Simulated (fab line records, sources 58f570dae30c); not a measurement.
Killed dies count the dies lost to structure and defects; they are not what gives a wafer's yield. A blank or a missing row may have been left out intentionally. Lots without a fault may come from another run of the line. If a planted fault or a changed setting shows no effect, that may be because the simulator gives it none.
Matching of chambers -- flow berkeley cmos170 -- rie diel-04 running UCB170_V2_ETCH_14: 4 sister chambers
The step etches SiO2 in CHF3/CF4/Ar, stops on Al, target depth 1250 nm, time 291 s. 4 wafers are shown with their chamber, then 11 later ones without.

== WAFERS, EACH WITH ITS CHAMBER ==
wafer,chamber,throttle valve pct (%)
L087.1,1,7.11
L087.2,2,6.84
L087.4,0,6.98
L092.1,3,7.12

== WAFERS WHOSE CHAMBER IS MISSING ==
wafer,throttle valve pct (%)
L092.3,6.96
L092.4,6.81
L096.3,7.12
L096.4,7.15
L096.6,7.14
L094.2,6.99
L094.4,7.12
L094.6,7.13
L097.2,6.97
L097.4,7.13
L097.6,7.13

== THE CHAMBER EACH PASSED THROUGH ==
wafer,from the rows above,in truth
L092.3,0,0
L092.4,2,2
L096.3,can't be placed: 3 or 1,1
L096.4,can't be placed: 3 or 1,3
L096.6,can't be placed: 3 or 1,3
L094.2,0,0
L094.4,can't be placed: 3 or 1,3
L094.6,can't be placed: 3 or 1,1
L097.2,0,0
L097.4,can't be placed: 3 or 1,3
L097.6,can't be placed: 3 or 1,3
Correctly placed: 4 of 11. Not placeable from these rows: 7 (in 7, the candidates include the true chamber). 0 placed wrongly.
How it was worked out, from the rows above alone: a wafer's distance from a chamber is the root of the sum, over the readings, of the square of ((its reading less the chamber's mean) divided by the reading's scatter). The wafer belongs to the nearest chamber; if the next one is less than 2 further off, it can't be placed. For every chamber, the mean is computed from those of its wafers that are shown. The scatter: with one shown wafer a chamber, the root of the mean of the squares of how far each hidden wafer lies from its nearest shown one.
